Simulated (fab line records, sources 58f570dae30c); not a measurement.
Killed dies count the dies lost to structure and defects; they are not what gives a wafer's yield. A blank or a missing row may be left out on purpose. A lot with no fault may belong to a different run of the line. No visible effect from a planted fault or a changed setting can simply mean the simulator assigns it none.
fab line records | flow berkeley-cmos170
[record] lots = 14 | wafers = 42 | last-day = 13
route steps=331 shown NWELL@23
lots that met no fault: taken from a fault-free run of the same line
start-h: hours from the record's first day to the start of the lot's first wafer shown | wait-h: hours elapsed since this lot's preceding step | " unchanged from the row above | L1.1+2: a row that stands for several wafers | - value missing, or start not given | * or withheld: withheld | < > ~ a bound
route shown NAME@n: NAME is a module with steps in the file, n the number in the route of the first one | usual: mean/standard deviation of fault-free wafers | same: alike in all rows | chamber/n: place in a boat | sites: readings site by site | _std_site: the standard deviation of these | _edge_site: the outer-site mean with the inner-site mean subtracted | radius-mm: how far each site lies from the wafer's centre | mask NAME#n: copy n | behind: tool/chamber where the wafer was last shaped | hold: the reason the lot was held/the length of the hold in hours/how it ended | device: the transistor (n, p or np) that didn't switch | end of line: tests run on the same wafers once the route is complete | where a step has no rows: the recipe by itself | killed: not the wafer's yield, but the dies lost to structure and defects at the first sort | map: a wafer's dies, marking killed ones x, the rest . and places with no die _
set.NAME: the run value of the setting; set.NAME@STEP: its run value at that earlier step | model.NAME: the simulator's own value behind a step, which no gauge read
a sample of lots followed through the steps of the route, with each step as a table and each wafer as a row
services: a tool's chamber out of use, with start hour (start-h, from the record's first day; less than 0 if before it), hours out, and reason
[[steps]]
[step UCB170_NWELL_EXPOSE_09]
[recipe] mask-id = NWELL | target-cd-nm = 3000 | na = 0.5 | sigma-outer = 0.6 | source-shape = conventional | dose-mj = 25
[usual] exposure-dose-mJ-cm2 = 24.990/0.026
lot.wafer | tool           | chamber | start-h | wait-h | mask    | exposure-dose-mJ-cm2
L411.2    | krf-scanner-02 | 0       | 30.15   | 0.2    | NWELL#0 | 24.951
L411.4    | "              | 0       | "       | "      | NWELL#0 | 24.967
L411.5    | "              | 0       | "       | "      | NWELL#0 | 24.965
L412.1    | krf-scanner-01 | 0       | 41.61   | 0.1    | NWELL#0 | 24.934
L412.2    | "              | 0       | "       | "      | NWELL#0 | 24.956
L412.6    | "              | 0       | "       | "      | NWELL#0 | 24.928
L413.1    | krf-scanner-01 | 0       | 48.33   | 0.2    | NWELL#0 | 24.990
L413.3    | "              | 0       | "       | "      | NWELL#0 | 24.971
L413.4    | "              | 0       | "       | "      | NWELL#0 | 25.020
L414.1    | krf-scanner-01 | 0       | 53.16   | 0.1    | NWELL#0 | 25.003
L414.2    | "              | 0       | "       | "      | NWELL#0 | 24.997
L414.3    | "              | 0       | "       | "      | NWELL#0 | 24.985
L415.1    | krf-scanner-02 | 0       | 60.91   | 0.1    | NWELL#0 | 24.960
L415.4    | "              | 0       | "       | "      | NWELL#0 | 24.935
L415.5    | "              | 0       | "       | "      | NWELL#0 | 24.961
L416.1    | krf-scanner-02 | 0       | 61.26   | 0.1    | NWELL#0 | 24.978
L416.3    | "              | 0       | "       | "      | NWELL#0 | 24.993
L416.5    | "              | 0       | "       | "      | NWELL#0 | 24.991
L419.2    | krf-scanner-01 | 0       | 78.32   | 0.1    | NWELL#0 | 24.981
L419.4    | "              | 0       | "       | "      | NWELL#0 | 24.984
L419.6    | "              | 0       | "       | "      | NWELL#0 | 25.018
L421.3    | krf-scanner-01 | 0       | 83.64   | 0.2    | NWELL#0 | 24.988
L421.4    | "              | 0       | "       | "      | NWELL#0 | 24.934
L421.6    | "              | 0       | "       | "      | NWELL#0 | 24.968
L423.1    | krf-scanner-01 | 0       | 100.69  | 0.4    | NWELL#0 | 24.954
L423.4    | "              | 0       | "       | "      | NWELL#0 | 24.988
L423.6    | "              | 0       | "       | "      | NWELL#0 | 25.011
L426.2    | krf-scanner-02 | 0       | 115.02  | 0.5    | NWELL#0 | 24.973
L426.5    | "              | 0       | "       | "      | NWELL#0 | 25.001
L426.6    | "              | 0       | "       | "      | NWELL#0 | 24.996
L428.1    | krf-scanner-02 | 0       | 122.29  | 0.2    | NWELL#0 | 25.004
L428.4    | "              | 0       | "       | "      | NWELL#0 | 25.009
L428.5    | "              | 0       | "       | "      | NWELL#0 | 25.031
L431.1    | krf-scanner-02 | 0       | 137.59  | 0.1    | NWELL#0 | 25.004
L431.3    | "              | 0       | "       | "      | NWELL#0 | 24.976
L431.6    | "              | 0       | "       | "      | NWELL#0 | 25.020
L432.3    | krf-scanner-02 | 0       | 143.68  | 0.5    | NWELL#0 | 24.982
L432.4    | "              | 0       | "       | "      | NWELL#0 | 25.020
L432.6    | "              | 0       | "       | "      | NWELL#0 | 24.952
L434.3    | krf-scanner-02 | 0       | 155.16  | 0.2    | NWELL#0 | 25.007
L434.4    | "              | 0       | "       | "      | NWELL#0 | 25.009
L434.6    | "              | 0       | "       | "      | NWELL#0 | 25.010
[step UCB170_NWELL_OVL_MEAS_12]
[usual] NWELL_OVL = -1/4.1
lot.wafer | tool       | chamber | start-h | wait-h | NWELL_OVL[nm]
L411.2    | overlay-01 | -       | 30.73   | -      | -5
L411.4    | "          | -       | "       | "      | -1
L411.5    | "          | -       | "       | "      | -7
L412.1    | overlay-01 | -       | 42.79   | -      | -4
L412.2    | "          | -       | "       | "      | 4
L412.6    | "          | -       | "       | "      | 2
L413.1    | overlay-01 | -       | 48.94   | -      | -7
L413.3    | "          | -       | "       | "      | -2
L413.4    | "          | -       | "       | "      | -5
L414.1    | overlay-02 | -       | 53.56   | -      | 0
L414.2    | "          | -       | "       | "      | -5
L414.3    | "          | -       | "       | "      | -3
L415.1    | overlay-01 | -       | 61.31   | -      | -3
L415.4    | "          | -       | "       | "      | -3
L415.5    | "          | -       | "       | "      | 0
L416.1    | overlay-01 | -       | 62.03   | -      | -3
L416.3    | "          | -       | "       | "      | -4
L416.5    | "          | -       | "       | "      | 0
L419.2    | overlay-02 | -       | 78.69   | -      | 920
L419.4    | "          | -       | "       | "      | 924
L419.6    | "          | -       | "       | "      | 924
L421.3    | overlay-02 | -       | 84.01   | -      | 927
L421.4    | "          | -       | "       | "      | 921
L421.6    | "          | -       | "       | "      | 922
L423.1    | overlay-01 | -       | 101.08  | -      | 916
L423.4    | "          | -       | "       | "      | 921
L423.6    | "          | -       | "       | "      | 921
L426.2    | overlay-02 | -       | 115.40  | -      | -4
L426.5    | "          | -       | "       | "      | 1
L426.6    | "          | -       | "       | "      | 0
L428.1    | overlay-02 | -       | 123.23  | -      | 5
L428.4    | "          | -       | "       | "      | 0
L428.5    | "          | -       | "       | "      | 0
L431.1    | overlay-01 | -       | 138.32  | -      | -9
L431.3    | "          | -       | "       | "      | -6
L431.6    | "          | -       | "       | "      | -1
L432.3    | overlay-01 | -       | 144.05  | -      | 1
L432.4    | "          | -       | "       | "      | 5
L432.6    | "          | -       | "       | "      | 1
L434.3    | overlay-02 | -       | 155.52  | -      | 0
L434.4    | "          | -       | "       | "      | -2
L434.6    | "          | -       | "       | "      | 10
[[services]]
tool           | chamber | start-h | hours | kind
krf-scanner-02 | -       | 37.10   | 0.8   | pm
krf-scanner-02 | -       | 41.08   | 1.0   | pm
krf-scanner-01 | -       | 56.23   | 1.3   | pm
krf-scanner-01 | -       | 69.00   | 1.0   | pm
krf-scanner-02 | -       | 100.57  | 3.6   | pm
krf-scanner-01 | -       | 142.26  | 0.8   | pm
krf-scanner-01 | -       | 145.41  | 0.4   | repair
krf-scanner-01 | -       | 151.59  | 4.0   | pm
[[key]]
[first-sign] step = UCB170_NWELL_OVL_MEAS_12 | reading = NWELL_OVL | direction = up | sigmas = 99+ | usual = -1 | struck = 922
effect none on later readings
met-at UCB170_NWELL_EXPOSE_09
struck-lots L419,L421,L423
sort-left-out L421.3,L421.4,L421.6
tester-left-out L419,L421,L423
onset-between 53.16 78.32
[fault] kind = scanner-matching-overlay | tool = krf-scanner-01 | chamber = - | onset-h = 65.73 | steps = UCB170_NWELL_EXPOSE_09 | offset = 921.27
// tester-left-out: of these lots the tester's yield and bins aren't shown, on N5 and GAA mostly nor the transistor test; their killed dies are dies lost to structure and defects alone, not to doping, threshold or leakage, so they don't give the yield
// sort-left-out: the simulated sort isn't trusted on such a fault, so these wafers' sort isn't shown, and their yield isn't known
